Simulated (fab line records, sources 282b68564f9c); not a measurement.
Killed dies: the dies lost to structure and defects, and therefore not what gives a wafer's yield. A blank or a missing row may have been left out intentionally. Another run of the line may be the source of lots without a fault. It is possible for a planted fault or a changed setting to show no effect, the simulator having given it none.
Comparing a struck lot with a sound one ; flow ritCmos ; 18 out of 202 route steps
Sound: these wafers, L430.3, L430.5, L430.6. Struck: wafers L437.1, L437.2, L437.5. The cause comes at the end.
Each step with rows lists, per side, the tool, then ch with its chambers, then its first start. Under that, the readings that differ: sound wafers ; struck wafers ; difference of the means ; sigmas: that difference in standard deviations of wafers without a fault.
alike: readings whose means differ by less than 2 such deviations, and words and numbers that are the same on both sides. not compared: withheld readings, readings that some wafer has no value for, bounds like >300 that may hide the same value, and numbers for which the record gives no deviation and whose values overlap.
A row with sigmas, a row that says differs or no value, or rows on one side alone: a step with any of these is where the two part. When numbers do not overlap yet have no deviation, they are printed without sigmas and do not part them. Lack of a reading on every wafer of one side parts them only where that side has two or more wafers.

first, 2 steps without rows for these wafers: RIT_ACTIVE_CLEAN_17 (cleans in SC2, time 600 s); RIT_FOX1_OXIDATION_00 (target thk 350.7 nm, ox time 1130 s).
RIT_FOX1_THK_MEAS_01:
  sound on filmMetro-01 at day 1 21:58; struck on filmMetro-01 at day 3 11:03
reading;sound;struck;difference;sigmas
FOX1_OXIDE_THK (nm);351 355 352;332 339 345;-14;-2
then, 2 steps without rows for these wafers: RIT_FOX1_WET_ETCH_02 (etches SiO2 in BOE, target depth 350 nm, time 390 s); RIT_FOX2_OXIDATION_00 (target thk 350.7 nm, ox time 1130 s).
RIT_FOX2_THK_MEAS_01:
  sound on filmMetro-02 at day 1 23:27; struck on filmMetro-02 at day 3 12:32
  alike: FOX2_OXIDE_THK
then, 2 steps without rows for these wafers: RIT_FOX2_CLEAN_02 (cleans in dHF, time 180 s); RIT_FOX2_WET_ETCH_03 (etches Si3N4 in H3PO4, target depth 195 nm, time 2700 s).
RIT_FOX2_THK_MEAS_90:
  sound on filmMetro-02 at day 2 00:25; struck on filmMetro-04 at day 3 13:29
  alike: FIELD_OXIDE_LEFT_1_THK
then, 3 steps without rows for these wafers: RIT_NWELL_HMDS_00 (prime time 60 s); RIT_NWELL_COAT_01 (resist thk 1300 nm); RIT_NWELL_SOFTBAKE_02 (time 60 s).
RIT_NWELL_EXPOSE_03: exposes mask M2, target cd 43900 nm.
  sound on ilineStepper-02 ch 0, day 2 00:56; struck on ilineStepper-02 ch 0, day 3 14:07
reading;sound;struck;difference;sigmas
model.NWELL.overlayXNm (nm);0.1572 0.1572 0.1572;-150.8 -150.8 -150.8;-151.0;
  alike: mask
then, 2 steps without rows for these wafers: RIT_NWELL_PEB_04; RIT_NWELL_DEVELOP_05 (develop time 68 s).
RIT_NWELL_OVL_MEAS_06:
  sound on overlay-01 at day 2 01:20; struck on overlay-02 at day 3 14:33
reading;sound;struck;difference;sigmas
NWELL_OVL (nm);1.0 1.0 0.3;-150.0 -151.2 -151.4;-151.6;-99 or more
then, 1 step without rows for these wafers: RIT_NWELL_HARDBAKE_07 (time 120 s).
RIT_M1_PROBE_99:
  sound on prober-01 at day 3 14:16; struck on prober-02 at day 5 10:23
reading;sound;struck;difference;sigmas
model.etest.wellEdgeRight.lineOhmUm;181.2 177.7 182.7;192.2 190.4 190.6;+10.5;
model.etest.wellEdgeLeft.lineOhmUm;181.7 183.2 179.8;175.9 176.4 174.4;-6.0;
  alike: killedAtContacts, killedAtFrontEnd, killedDies, killedOpen, killedShort

## WHERE THEY PART
Last at RIT_NWELL_OVL_MEAS_06 as far as this record goes, first at RIT_FOX1_THK_MEAS_01. Later steps at which nothing parts them and some readings are alike: RIT_M1_PROBE_99.

WHY: the cause the simulator had injected
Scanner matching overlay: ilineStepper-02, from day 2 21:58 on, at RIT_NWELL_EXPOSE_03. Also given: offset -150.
